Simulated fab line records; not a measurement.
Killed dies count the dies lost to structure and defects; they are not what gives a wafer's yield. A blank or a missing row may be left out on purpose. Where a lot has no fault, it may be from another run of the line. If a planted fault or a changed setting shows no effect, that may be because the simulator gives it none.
Which of the tools did it? || flow rit-cmos || Sampling: 7 lots, 21 wafers, 2 of 202 route steps

== WHAT EACH GAUGE READ, for each wafer ==
RIT_CONTACT_THK_MEAS_01.
{"lot": "L704", "measured": "day 3 14:34", "on": "film-metro-02", "CONTACT_TEOS_THK (nm)": "407 407 411"}
{"lot": "L706", "measured": "day 3 23:14", "on": "film-metro-01", "CONTACT_TEOS_THK (nm)": "399 407 408"}
{"lot": "L708", "measured": "day 4 11:16", "on": "film-metro-02", "CONTACT_TEOS_THK (nm)": "398 404 409"}
{"lot": "L710", "measured": "day 4 23:16", "on": "film-metro-04", "CONTACT_TEOS_THK (nm)": "398 401 401"}
{"lot": "L718", "measured": "day 6 09:41", "on": "film-metro-04", "CONTACT_TEOS_THK (nm)": "400 315 406"}
{"lot": "L722", "measured": "day 7 06:20", "on": "film-metro-01", "CONTACT_TEOS_THK (nm)": "397 402 399"}
{"lot": "L725", "measured": "day 7 21:12", "on": "film-metro-01", "CONTACT_TEOS_THK (nm)": "393 399 399"}

== EACH LOT AND THE TOOL THAT RAN IT (in order: tool; ch and the chambers of the sampled wafers; start) ==
{"lot": "L704", "RIT_CONTACT_CVD_00": "pecvd-03 ch 1,2, day 3 14:30"}
{"lot": "L706", "RIT_CONTACT_CVD_00": "pecvd-03 ch 0,1,2, day 3 23:10"}
{"lot": "L708", "RIT_CONTACT_CVD_00": "pecvd-01 ch 0,1,2, day 4 11:11"}
{"lot": "L710", "RIT_CONTACT_CVD_00": "pecvd-04 ch 1,2, day 4 23:12"}
{"lot": "L718", "RIT_CONTACT_CVD_00": "pecvd-03 ch 0,1,2, day 6 09:38"}
{"lot": "L722", "RIT_CONTACT_CVD_00": "pecvd-04 ch 0,1,2, day 7 06:17"}
{"lot": "L725", "RIT_CONTACT_CVD_00": "pecvd-04 ch 1,2, day 7 21:08"}
- RIT_CONTACT_CVD_00: deposits SiO2 from TEOS, target thk 400 nm, time 61 s.

== THE ANSWER, worked out from the rows above alone ==
Rule: what is usual is taken from the lots themselves. The widest of any qualifying gaps counts: lots, ordered by their means at a reading, are off when they make up no more than a third of the lots, leave a main group of 4 or more, and stand apart from it by 3 or more times the standard deviation of that group's means. Not used: any main group whose means are identical at the precision the tables above print for the reading. Also off: a lot with no number at a reading for which 4 or more lots have one. Any other lot the step has rows for is counted as sound.
Off: L718, seen at RIT_CONTACT_THK_MEAS_01 (CONTACT_TEOS_THK). Main group: mean 402 nm, sd 3.8.
If a tool, at a process step before that reading, ran all the lots that are off and no sound lot after the first of them, it fits. Gauges at RIT_CONTACT_THK_MEAS_01: tried the same way as those tools. 2 tools fit, pecvd-03 at RIT_CONTACT_CVD_00 and film-metro-04 at RIT_CONTACT_THK_MEAS_01, so this cannot tell which one it is.

== WHAT THE SIMULATOR PUT IN ==
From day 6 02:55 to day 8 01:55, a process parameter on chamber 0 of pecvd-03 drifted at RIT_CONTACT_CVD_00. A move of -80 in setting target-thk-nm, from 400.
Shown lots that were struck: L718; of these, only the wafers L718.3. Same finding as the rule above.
